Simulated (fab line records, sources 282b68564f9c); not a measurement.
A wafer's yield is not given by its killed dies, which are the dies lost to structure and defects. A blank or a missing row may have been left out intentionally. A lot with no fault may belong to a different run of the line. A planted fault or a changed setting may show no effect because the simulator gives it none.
One fault seen from 2 desks    flow ritCmos    only its own numbers are on each desk; what lay behind them is given at the end

== METROLOGY DESK ==
What the gauges read, lot by lot, whatever tool the lot ran on: means of the sampled wafers that have a number. Any lot whose mean is over 4 standard deviations away from the usual mean is out of limits and marked OUT; that distance is given in the brackets.
Columns: A = cdNm at RIT_ACTIVE_CD_MEAS_90, usual 1400.5 nm; B = PLDD_OVL at RIT_PLDD_OVL_MEAS_06, usual 0.0 nm; C = PSD_TW at RIT_PSD_TW_MEAS_10, usual 3430; D = M1_BOW at RIT_M1_BOW_MEAS_16, usual 15 um
lot   first seen here  A       B     C     D
L140  day 1 15:07      1397.6  -0.1  3430  19
L141  day 1 20:25      1399.5  0.3   3445  14
L143  day 2 06:02      1400.1  -1.2  3429  12
L144  day 2 11:32      1401.0  -1.3  3430  16
L145  day 2 16:44      1400.2  0.3   3428  15
L146  day 2 21:10      1405.8  2.5   3410  18
L147  day 3 02:11      1400.6  -0.7  3424  13
L148  day 3 07:10      1398.2  1.8   3442  20
L155  day 4 18:10      1399.4  1.4   3438  12
L160  day 5 19:08      1402.6  0.4   3439  14
L161  day 6 00:08      1403.3  -1.7  3456  17
L163  day 6 10:08      1401.5  1.7   3450  9
This desk found nothing out of limits on any of the 12 lots.

== TOOL OWNER'S DESK, rieDiel-03 ==
The tool's own readings at RIT_ACTIVE_ETCH_13 (etches Si3N4 in SF6, stops on SiO2, time 210 s, target depth 210 nm): means of the sampled wafers that have a number, for each lot that ran on this tool. Any lot whose mean is over 4 standard deviations away from the usual mean is out of limits and marked OUT; that distance is given in the brackets.
Columns: A = SF6_flow_sccm at RIT_ACTIVE_ETCH_13, usual 199.9 sccm; B = chamberPressureMTorr at RIT_ACTIVE_ETCH_13, usual 260.00 mTorr; C = drypumpMotorCurrentA at RIT_ACTIVE_ETCH_13, usual 5.9 A; D = oesProductAu at RIT_ACTIVE_ETCH_13, usual 0.823 a.u.; E = throttleValvePct at RIT_ACTIVE_ETCH_13, usual 7.44 %
lot   first seen here  A      B       C    D      E
L140  day 1 14:47      200.2  260.11  5.6  0.828  7.38
L146  day 2 20:50      199.8  260.13  6.0  0.808  7.43
This desk found nothing out of limits on any of the 2 lots.

== BROUGHT TOGETHER ==
Metrology desk: nothing out of limits seen.
Nothing out of limits was seen by the tool owner's desk.

== WHAT THE SIMULATOR HAD PUT IN ==
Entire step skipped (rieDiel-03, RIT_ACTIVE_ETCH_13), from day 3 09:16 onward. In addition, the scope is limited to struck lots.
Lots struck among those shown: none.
